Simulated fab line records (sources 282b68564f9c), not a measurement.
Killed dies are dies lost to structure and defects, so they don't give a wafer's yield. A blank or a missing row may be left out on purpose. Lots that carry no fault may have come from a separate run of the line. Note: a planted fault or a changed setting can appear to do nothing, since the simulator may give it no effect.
fab line records	flow rit-cmos
[record] lots = 6	wafers = 18	last-day = 7
route steps=202 shown REOX@100 NLDD@103 PLDD@114 SPACER@125 NSD@131 M1@202
lots that met no fault: taken from a fault-free run of the same line
start-h: start of the lot's first displayed wafer, in hours after the record's first day	wait-h: how many hours have passed since the lot's step before this one	" repeats the value in the row above	L1.1+2: one row covering several wafers at once	- no value, or no start was given	* or withheld: withheld	< > ~ a bound
route shown NAME@n: a module of which the file shows steps, and the number in the route of the first	usual: the fault-free wafers' mean and standard deviation	same: alike in all rows	chamber/n: place in a boat	sites: readings site by site	_std_site: the values' standard deviation	_edge_site: inner sites' mean taken away from outer sites' mean	radius-mm: how far each site lies from the wafer's centre	mask NAME#n: copy n	behind: tool/chamber where the wafer was last shaped	hold: what put the lot on hold/how long, in hours/how the hold closed	device: names the non-switching transistor (n, p or np)	end of line: the same wafers' tests at the end of the route	a step without rows: its recipe alone	killed: the dies lost at the first sort to structure and to defects; this is not the yield of the wafer	map: shows each die of a wafer: x if killed, . if not, _ if none is there
set.NAME: the setting as run; set.NAME@STEP: as run at that earlier step	model.NAME: the simulator's own value behind a step, which no gauge read
lots at some steps of the route; a table a step, a row a wafer
services: a tool's chamber out of use, with start hour (start-h, from the record's first day; less than 0 if before it), hours out, and reason
[[steps]]
[step RIT_REOX_CLEAN_02]
[recipe] chemistry = SC2	mix = 3:3:50	time-s = 600	temp-c = 75	dry = n2-spin
[step RIT_REOX_OXIDATION_03]
[recipe] temp-c = 900	ambient = O2	target-thk-a = 252	ox-time-s = 5854
[step RIT_REOX_THK_MEAS_04]
[recipe] reads = SiO2_of_REOX_OXIDATION_03
[usual] REOX_OXIDE_THK = 26.1/0.49
lot.wafer	tool	chamber	start-h	wait-h	REOX_OXIDE_THK[nm]
L187.2	film-metro-03	-	46.55	0.0	25.4
L187.3	"	-	"	"	25.3
L187.6	"	-	"	"	25.7
L193.3	film-metro-03	-	76.92	0.0	26.0
L193.4	"	-	"	"	25.6
L193.6	"	-	"	"	25.9
L195.1	film-metro-04	-	86.15	0.0	26.9
L195.3	"	-	"	"	27.2
L195.4	"	-	"	"	26.5
L196.2	film-metro-04	-	94.73	0.0	26.1
L196.4	"	-	"	"	26.0
L196.6	"	-	"	"	25.9
L199.3	film-metro-03	-	110.12	0.0	26.6
L199.5	"	-	"	"	27.1
L199.6	"	-	"	"	26.7
L209.2	film-metro-04	-	162.78	0.0	25.7
L209.3	"	-	"	"	25.8
L209.5	"	-	"	"	25.8
[step RIT_NLDD_HMDS_00]
[recipe] prime-time-s = 60	prime-temp-c = 140
[step RIT_NLDD_COAT_01]
[recipe] resist = NOVOLAK	spin-rpm = 3250	resist-thk-nm = 1000
[step RIT_NLDD_SOFTBAKE_02]
[recipe] resist = NOVOLAK	temp-c = 90	time-s = 60
[step RIT_NLDD_EXPOSE_03]
[recipe] mask-id = M7	na = 0.57	target-cd-nm = 40700	dose-mj = 250
[step RIT_NLDD_PEB_04]
[recipe] resist = NOVOLAK	temp-c = withheld	time-s = withheld
[step RIT_NLDD_DEVELOP_05]
[recipe] resist = NOVOLAK	develop-time-s = 50	dev-temp-c = 23
[step RIT_NLDD_OVL_MEAS_06]
[usual] NLDD_OVL = -1.2/1.4
lot.wafer	tool	chamber	start-h	wait-h	NLDD_OVL[nm]
L187.2	overlay-01	-	47.46	-	-3.1
L187.3	"	-	"	"	-3.0
L187.6	"	-	"	"	-3.1
L193.3	overlay-01	-	78.06	-	-1.7
L193.4	"	-	"	"	-1.0
L193.6	"	-	"	"	-0.7
L195.1	overlay-02	-	87.06	-	-3.1
L195.3	"	-	"	"	-3.2
L195.4	"	-	"	"	-3.5
L196.2	overlay-02	-	95.76	-	-0.6
L196.4	"	-	"	"	-0.5
L196.6	"	-	"	"	-0.3
L199.3	overlay-02	-	111.02	-	-1.3
L199.5	"	-	"	"	-1.6
L199.6	"	-	"	"	0.3
L209.2	overlay-02	-	163.68	-	-2.0
L209.3	"	-	"	"	-1.7
L209.5	"	-	"	"	-2.1
[step RIT_NLDD_HARDBAKE_07]
[recipe] resist = NOVOLAK	temp-c = 140	time-s = 60
[step RIT_NLDD_IMPLANT_08]
[recipe] species = P	energy-kev = 20	dose-cm2 = 5e+14	tilt-deg = 7
[step RIT_NLDD_STRIP_09]
[recipe] chemistry = O2	time-s = 180	resist = NOVOLAK	platen-temp-c = withheld	power-w = 500	pressure-mtorr = 4000	o2-flow-sccm = 4000
[usual] drypump-motor-current-A = 5.2/0.36
lot.wafer	tool	chamber	start-h	wait-h	drypump-motor-current-A	rf-hours-counter-h
L187.2	plasma-asher-02	0	47.79	0.1	5.9	39
L187.3	"	0	"	"	5.9	-
L187.6	"	1	"	"	4.9	-
L193.3	plasma-asher-01	1	78.45	0.1	5.3	-
L193.4	"	0	"	"	5.1	-
L193.6	"	1	"	"	5.3	-
L195.1	plasma-asher-01	0	87.40	0.1	5.1	44
L195.3	"	0	"	"	5.1	-
L195.4	"	1	"	"	5.3	-
L196.2	plasma-asher-01	0	96.09	0.1	5.1	45
L196.4	"	0	"	"	5.1	-
L196.6	"	1	"	"	5.3	-
L199.3	plasma-asher-02	0	111.41	0.1	5.9	-
L199.5	"	1	"	"	4.9	-
L199.6	"	0	"	"	5.9	-
L209.2	plasma-asher-04	0	164.01	0.1	4.8	5
L209.3	"	0	"	"	4.8	-
L209.5	"	0	"	"	4.8	-
[step RIT_NLDD_TW_MEAS_10]
[usual] NLDD_TW = 2515/31
lot.wafer	tool	chamber	start-h	wait-h	NLDD_TW
L187.2	film-metro-02	-	48.11	0.3	2485
L187.3	"	-	"	"	2481
L187.6	"	-	"	"	2473
L193.3	film-metro-02	-	78.58	0.1	2497
L193.4	"	-	"	"	2495
L193.6	"	-	"	"	2489
L195.1	film-metro-02	-	87.57	0.1	2501
L195.3	"	-	"	"	2513
L195.4	"	-	"	"	2494
L196.2	film-metro-01	-	96.27	0.1	2526
L196.4	"	-	"	"	2519
L196.6	"	-	"	"	2529
L199.3	film-metro-04	-	111.54	0.1	2552
L199.5	"	-	"	"	2548
L199.6	"	-	"	"	2551
L209.2	film-metro-04	-	164.24	0.2	2556
L209.3	"	-	"	"	2550
L209.5	"	-	"	"	2551
[step RIT_PLDD_HMDS_00]
[recipe] prime-time-s = 60	prime-temp-c = 140
[step RIT_PLDD_COAT_01]
[recipe] resist = NOVOLAK	spin-rpm = 3250	resist-thk-nm = 1000
[step RIT_PLDD_SOFTBAKE_02]
[recipe] resist = NOVOLAK	temp-c = 90	time-s = 60
[step RIT_PLDD_EXPOSE_03]
[recipe] mask-id = M8	na = 0.57	target-cd-nm = 40900	dose-mj = 250
[step RIT_PLDD_PEB_04]
[recipe] resist = NOVOLAK	temp-c = withheld	time-s = withheld
[step RIT_PLDD_DEVELOP_05]
[recipe] resist = NOVOLAK	develop-time-s = 48.45	dev-temp-c = 23
[step RIT_PLDD_OVL_MEAS_06]
[usual] PLDD_OVL = 0.0/1.4
lot.wafer	tool	chamber	start-h	wait-h	PLDD_OVL[nm]
L187.2	overlay-01	-	49.02	-	0.5
L187.3	"	-	"	"	0.7
L187.6	"	-	"	"	-1.3
L193.3	overlay-02	-	79.61	-	0.6
L193.4	"	-	"	"	0.1
L193.6	"	-	"	"	0.5
L195.1	overlay-02	-	88.81	-	1.2
L195.3	"	-	"	"	2.0
L195.4	"	-	"	"	1.8
L196.2	overlay-02	-	97.30	-	-0.2
L196.4	"	-	"	"	0.2
L196.6	"	-	"	"	1.3
L199.3	overlay-02	-	112.57	-	0.9
L199.5	"	-	"	"	-0.2
L199.6	"	-	"	"	0.9
L209.2	overlay-01	-	165.14	-	0.1
L209.3	"	-	"	"	0.2
L209.5	"	-	"	"	-0.6
[step RIT_PLDD_HARDBAKE_07]
[recipe] resist = NOVOLAK	temp-c = 140	time-s = 60
[step RIT_PLDD_IMPLANT_08]
[recipe] species = BF2	energy-kev = 20	dose-cm2 = 9e+14	tilt-deg = 7
[step RIT_PLDD_STRIP_09]
[recipe] chemistry = O2	time-s = 180	resist = NOVOLAK	platen-temp-c = withheld	power-w = 500	pressure-mtorr = 4000	o2-flow-sccm = 4000
[usual] drypump-motor-current-A = 5.5/0.52
lot.wafer	tool	chamber	start-h	wait-h	drypump-motor-current-A	rf-hours-counter-h
L187.2	plasma-asher-02	1	49.35	0.1	4.9	39
L187.3	"	1	"	"	4.9	-
L187.6	"	1	"	"	4.9	-
L193.3	plasma-asher-02	1	79.99	0.1	4.9	-
L193.4	"	0	"	"	5.9	-
L193.6	"	1	"	"	4.9	-
L195.1	plasma-asher-04	0	89.15	0.1	4.8	45
L195.3	"	1	"	"	5.4	-
L195.4	"	0	"	"	4.8	-
L196.2	plasma-asher-04	1	97.63	0.1	5.4	46
L196.4	"	1	"	"	5.4	-
L196.6	"	1	"	"	5.4	-
L199.3	plasma-asher-03	0	112.95	0.1	5.9	-
L199.5	"	1	"	"	6.2	-
L199.6	"	0	"	"	5.9	-
L209.2	plasma-asher-02	0	165.47	0.1	5.9	52
L209.3	"	1	"	"	4.9	-
L209.5	"	1	"	"	4.9	-
[step RIT_PLDD_TW_MEAS_10]
[usual] PLDD_TW = 2366/27
lot.wafer	tool	chamber	start-h	wait-h	PLDD_TW
L187.2	film-metro-02	-	49.53	0.1	2342
L187.3	"	-	"	"	2330
L187.6	"	-	"	"	2342
L193.3	film-metro-02	-	80.13	0.1	2351
L193.4	"	-	"	"	2350
L193.6	"	-	"	"	2342
L195.1	film-metro-02	-	89.33	0.1	2339
L195.3	"	-	"	"	2351
L195.4	"	-	"	"	2341
L196.2	film-metro-04	-	97.82	0.1	2408
L196.4	"	-	"	"	2405
L196.6	"	-	"	"	2398
L199.3	film-metro-04	-	113.09	0.1	2399
L199.5	"	-	"	"	2410
L199.6	"	-	"	"	2419
L209.2	film-metro-01	-	165.66	0.1	2376
L209.3	"	-	"	"	2382
L209.5	"	-	"	"	2381
[step RIT_SPACER_CLEAN_00]
[recipe] chemistry = SC1	mix = 3:3:50	time-s = 600	temp-c = 75
[step RIT_SPACER_CLEAN_01]
[recipe] chemistry = dHF	dilution = 50:1	time-s = 30
[step RIT_SPACER_CLEAN_02]
[recipe] chemistry = SC2	mix = 3:3:50	time-s = 600	temp-c = 75	dry = n2-spin
[step RIT_SPACER_CVD_03]
[recipe] material = Si3N4	target-thk-nm = 250	temp-c = 810	precursor = SiH2Cl2/NH3	time-s = 3300	pressure-mtorr = 300	sih2cl2-flow-sccm = 60	nh3-flow-sccm = 150
[step RIT_SPACER_THK_MEAS_04]
[recipe] reads = Si3N4_of_SPACER_CVD_03
[usual] SPACER_NITRIDE_THK = 250.9/2.1
lot.wafer	tool	chamber	start-h	wait-h	SPACER_NITRIDE_THK[nm]
L187.2	film-metro-01	-	52.96	0.0	250.0
L187.3	"	-	"	"	252.7
L187.6	"	-	"	"	250.6
L193.3	film-metro-01	-	83.38	0.0	248.1
L193.4	"	-	"	"	246.8
L193.6	"	-	"	"	249.4
L195.1	film-metro-01	-	91.67	0.0	252.7
L195.3	"	-	"	"	250.0
L195.4	"	-	"	"	249.4
L196.2	film-metro-04	-	100.81	0.0	248.4
L196.4	"	-	"	"	247.6
L196.6	"	-	"	"	248.6
L199.3	film-metro-01	-	115.99	0.0	249.6
L199.5	"	-	"	"	249.7
L199.6	"	-	"	"	249.3
L209.2	film-metro-03	-	168.11	0.0	253.9
L209.3	"	-	"	"	252.7
L209.5	"	-	"	"	252.7
[step RIT_SPACER_ETCHBACK_05]
[recipe] target-depth-a = 2500	SF6_flow_sccm = 30	CHF3_flow_sccm = 30	target = Si3N4	chemistry = SF6/CHF3	pressure-mtorr = 40	rf-w = 250	time-s = 240	stop-on = SiO2
[usual] drypump-motor-current-A = 5.6/0.57	oes-product-au = 0.847/0.016	throttle-valve-pct = 10.27/0.16
lot.wafer	tool	chamber	start-h	wait-h	drypump-motor-current-A	oes-product-au	rf-hours-counter-h	throttle-valve-pct
L187.2	rie-diel-01	1	53.01	0.0	6.3	0.850	49	9.95
L187.3	"	3	"	"	5.4	0.867	4	10.23
L187.6	"	3	"	"	5.5	0.855	-	10.24
L193.3	rie-diel-01	3	83.42	0.0	5.5	0.856	4	10.21
L193.4	"	2	"	"	5.5	0.829	102	10.30
L193.6	"	0	"	"	6.1	0.842	-	10.40
L195.1	rie-diel-02	2	91.73	0.1	5.1	0.827	66	10.36
L195.3	"	0	"	"	5.0	0.848	6	10.06
L195.4	"	1	"	"	5.9	0.868	114	10.15
L196.2	rie-diel-04	2	100.86	0.0	5.2	0.822	34	10.18
L196.4	"	3	"	"	4.6	0.867	46	10.46
L196.6	"	2	"	"	5.2	0.825	-	10.19
L199.3	rie-diel-01	3	116.03	0.0	5.5	0.866	5	10.21
L199.5	"	1	"	"	6.3	0.849	-	9.96
L199.6	"	2	"	"	5.5	0.840	-	10.31
L209.2	rie-diel-01	3	168.16	0.0	5.5	0.865	6	10.24
L209.3	"	2	"	"	5.5	0.856	104	10.29
L209.5	"	2	"	"	5.5	0.841	-	10.31
[step RIT_NSD_HMDS_00]
[recipe] prime-time-s = 60	prime-temp-c = 140
[step RIT_NSD_COAT_01]
[recipe] resist = NOVOLAK	spin-rpm = 3250	resist-thk-nm = 1000
[step RIT_NSD_SOFTBAKE_02]
[recipe] resist = NOVOLAK	temp-c = 90	time-s = 60
[step RIT_NSD_EXPOSE_03]
[recipe] mask-id = M9	na = 0.57	target-cd-nm = 40700	dose-mj = 250
[step RIT_NSD_PEB_04]
[recipe] resist = NOVOLAK	temp-c = withheld	time-s = withheld
[step RIT_NSD_DEVELOP_05]
[recipe] resist = NOVOLAK	develop-time-s = 50	dev-temp-c = 23
[step RIT_NSD_OVL_MEAS_06]
[usual] NSD_OVL = -1.3/1.5
lot.wafer	tool	chamber	start-h	wait-h	NSD_OVL[nm]
L187.2	overlay-01	-	54.02	-	-1.4
L187.3	"	-	"	"	-0.7
L187.6	"	-	"	"	-1.0
L193.3	overlay-02	-	84.55	-	-2.2
L193.4	"	-	"	"	-2.2
L193.6	"	-	"	"	1.1
L195.1	overlay-01	-	92.73	-	-2.9
L195.3	"	-	"	"	-2.9
L195.4	"	-	"	"	-2.5
L196.2	overlay-02	-	101.99	-	0.0
L196.4	"	-	"	"	-1.0
L196.6	"	-	"	"	-3.5
L199.3	overlay-02	-	117.04	-	-0.5
L199.5	"	-	"	"	0.2
L199.6	"	-	"	"	-0.9
L209.2	overlay-01	-	169.16	-	0.1
L209.3	"	-	"	"	-0.1
L209.5	"	-	"	"	-0.2
[step RIT_NSD_HARDBAKE_07]
[recipe] resist = NOVOLAK	temp-c = 140	time-s = 60
[step RIT_NSD_IMPLANT_08]
[recipe] species = P	energy-kev = 25	dose-cm2 = 9.866e+14	tilt-deg = 7
[step RIT_NSD_STRIP_09]
[recipe] chemistry = O2	time-s = 180	resist = NOVOLAK	platen-temp-c = withheld	power-w = 500	pressure-mtorr = 4000	o2-flow-sccm = 4000
[usual] drypump-motor-current-A = 5.5/0.47
lot.wafer	tool	chamber	start-h	wait-h	drypump-motor-current-A	rf-hours-counter-h
L187.2	plasma-asher-03	1	54.35	0.1	6.2	27
L187.3	"	0	"	"	5.9	-
L187.6	"	1	"	"	6.1	-
L193.3	plasma-asher-03	1	84.93	0.1	6.2	-
L193.4	"	0	"	"	5.9	-
L193.6	"	0	"	"	5.9	-
L195.1	plasma-asher-01	0	93.06	0.1	5.1	45
L195.3	"	0	"	"	5.1	-
L195.4	"	1	"	"	5.3	-
L196.2	plasma-asher-01	1	102.32	0.1	5.3	45
L196.4	"	0	"	"	5.1	-
L196.6	"	1	"	"	5.3	-
L199.3	plasma-asher-01	0	117.42	0.1	5.1	-
L199.5	"	0	"	"	5.1	-
L199.6	"	1	"	"	5.3	-
L209.2	plasma-asher-02	0	169.49	0.1	5.9	52
L209.3	"	1	"	"	4.9	-
L209.5	"	0	"	"	5.9	-
[step RIT_NSD_TW_MEAS_10]
[usual] NSD_TW = 3141/39
lot.wafer	tool	chamber	start-h	wait-h	NSD_TW
L187.2	film-metro-02	-	54.53	0.1	3090
L187.3	"	-	"	"	3096
L187.6	"	-	"	"	3092
L193.3	film-metro-04	-	85.07	0.1	3165
L193.4	"	-	"	"	3170
L193.6	"	-	"	"	3181
L195.1	film-metro-01	-	93.24	0.1	3142
L195.3	"	-	"	"	3156
L195.4	"	-	"	"	3136
L196.2	film-metro-02	-	102.51	0.1	3076
L196.4	"	-	"	"	3095
L196.6	"	-	"	"	3111
L199.3	film-metro-02	-	117.56	0.1	3087
L199.5	"	-	"	"	3092
L199.6	"	-	"	"	3091
L209.2	film-metro-02	-	169.68	0.1	3083
L209.3	"	-	"	"	3097
L209.5	"	-	"	"	3092
[step RIT_M1_PROBE_99]
[usual] killed-at-contacts = 0.1/0.31	killed-at-front-end = 7/3.2	killed-dies = 7/3.2	killed-on-rim = 1.9/1.4	killed-open = 3.6/1.9	killed-short = 3.6/2
[same] gross-dies = 264	killed_at_M0_to_M3 = 0	killed_at_M4_up = 0	killed-at-back-side = 0	killed-at-other = 0
lot.wafer	tool	chamber	start-h	wait-h	killed-at-contacts	killed-at-front-end	killed-dies	killed-on-rim	killed-open	killed-short
L193.3	prober-01	-	94.89	0.2	0	5	5	2	3	2
L193.4	prober-01	-	94.94	0.2	0	5	5	3	0	5
L193.6	prober-01	-	95.04	0.2	0	6	6	1	5	1
L195.1	prober-02	-	102.77	0.1	0	4	4	1	1	3
L195.3	prober-02	-	102.87	0.2	0	3	3	1	3	0
L195.4	prober-02	-	102.92	0.2	0	31	31	11	7	5
L196.2	prober-02	-	111.83	0.1	0	8	8	2	5	3
L196.4	prober-02	-	111.93	0.2	0	5	5	2	5	0
L196.6	prober-02	-	112.03	0.2	0	27	27	9	4	4
L199.3	prober-01	-	126.94	0.2	0	10	10	3	3	7
L199.5	prober-01	-	127.04	0.2	0	6	6	2	4	2
L199.6	prober-01	-	127.09	0.2	0	8	8	1	6	2
// killed by level:class
L193.3 GATE:geometric-particle:open=2 FOX1:geometric-particle:short=1 FOX2:geometric-particle:short=1 SPACER:geometric-particle:open=1
L193.4 SILICIDE:geometric-particle:short=3 FOX1:geometric-particle:short=1 GATE:geometric-particle:short=1
L193.6 SILICIDE:geometric-particle:open=4 FOX1:geometric-particle:short=1 FOX1:geometric-particle:open=1
L195.1 REOX:geometric-particle:short=1 REOX:geometric-particle:open=1 SPACER:geometric-particle:short=1 SILICIDE:geometric-particle:short=1
L195.3 REOX:geometric-particle:open=2 SPACER:geometric-particle:open=1
L195.4 NLDD:unspecified=19 FOX1:geometric-particle:open=3 FOX1:geometric-particle:short=3 GATE:geometric-particle:open=2 GATE:geometric-particle:short=1 SPACER:geometric-particle:open=1 SILICIDE:geometric-particle:open=1 SILICIDE:geometric-particle:short=1
L196.2 GATE:geometric-particle:short=3 FOX1:geometric-particle:open=1 GATE:geometric-particle:open=1 REOX:geometric-particle:open=1 SPACER:geometric-particle:open=1 SILICIDE:geometric-particle:open=1
L196.4 SPACER:geometric-particle:open=3 ACTIVE:geometric-particle:open=1 REOX:geometric-particle:open=1
L196.6 NLDD:unspecified=19 GATE:geometric-particle:open=2 GATE:geometric-particle:short=2 REOX:geometric-particle:short=1 REOX:geometric-particle:open=1 SPACER:geometric-particle:open=1 SPACER:geometric-particle:short=1
L199.3 SPACER:geometric-particle:short=3 FOX2:geometric-particle:short=2 FOX2:geometric-particle:open=1 GATE:geometric-particle:open=1 REOX:geometric-particle:short=1 SPACER:geometric-particle:open=1 SILICIDE:geometric-particle:short=1
L199.5 SPACER:geometric-particle:open=2 GATE:geometric-particle:open=1 REOX:geometric-particle:short=1 REOX:geometric-particle:open=1 SPACER:geometric-particle:short=1
L199.6 FOX2:geometric-particle:open=4 GATE:geometric-particle:open=2 GATE:geometric-particle:short=1 SPACER:geometric-particle:short=1
// map L195.4 (x killed, . not)
________......._______
_____.............____
____......x........___
___.................__
__........x.........._
__..........x........_
_.....................
_.....................
_..x..................
_.....................
__..............x...._
__..xx.......x......._
___x......xx...x....__
____.......xx.x.xx.___
_____...xxxxxxxx..____
________.xxxxxx_______
// map L196.6 (x killed, . not)
________......._______
_____.............____
____........x......___
___.................__
__.........x........._
__x....x............._
_.....................
_.....................
_.....................
_....x................
__..................._
__.......x..........._
___.......x.xx......__
____.....xxxxxx....___
_____.....xxxxxx..____
________.xxxxxx_______
[[services]]
tool	chamber	start-h	hours	kind
plasma-asher-01	-	71.10	1.1	repair
rie-diel-04	3	81.63	2.6	repair
plasma-asher-04	-	93.70	0.7	repair
plasma-asher-04	-	108.75	9.0	pm
plasma-asher-04	0	108.75	9.0	vent-cycle
plasma-asher-04	1	108.75	9.0	vent-cycle
plasma-asher-04	-	117.75	2.8	pm
plasma-asher-04	0	117.75	-	clean
plasma-asher-04	1	117.75	-	clean
rie-diel-02	1	120.62	6.7	repair
rie-diel-01	-	123.80	1.0	repair
rie-diel-01	-	148.09	2.8	pm
rie-diel-04	1	150.03	-	clean
rie-diel-04	1	150.03	16.1	scheduled-down
rie-diel-04	1	150.03	16.1	vent-cycle
rie-diel-02	3	155.24	2.3	repair
[[key]]
[first-sign] step = RIT_M1_PROBE_99	reading = killed-dies	direction = up	sigmas = 6.8	usual = 7	struck = 29
[effect] step = RIT_M1_PROBE_99	reading = killed-at-front-end	direction = up	sigmas = 6.8	usual = 7	struck = 29
met-at RIT_NLDD_STRIP_09
struck-wafers L195.4,L196.6
tester-left-out L195,L196
onset-between 78.45 87.40
[fault] kind = chamber-particle-source	tool = plasma-asher-01	chamber = 1	onset-h = 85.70	steps = RIT_NLDD_STRIP_09	rate-per-visit-cm2 = 1.0347	end-h = 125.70
// tester-left-out: of these lots the tester's yield and bins aren't shown, on N5 and GAA mostly nor the transistor test; their killed dies are dies lost to structure and defects alone, not to doping, threshold or leakage, so they don't give the yield
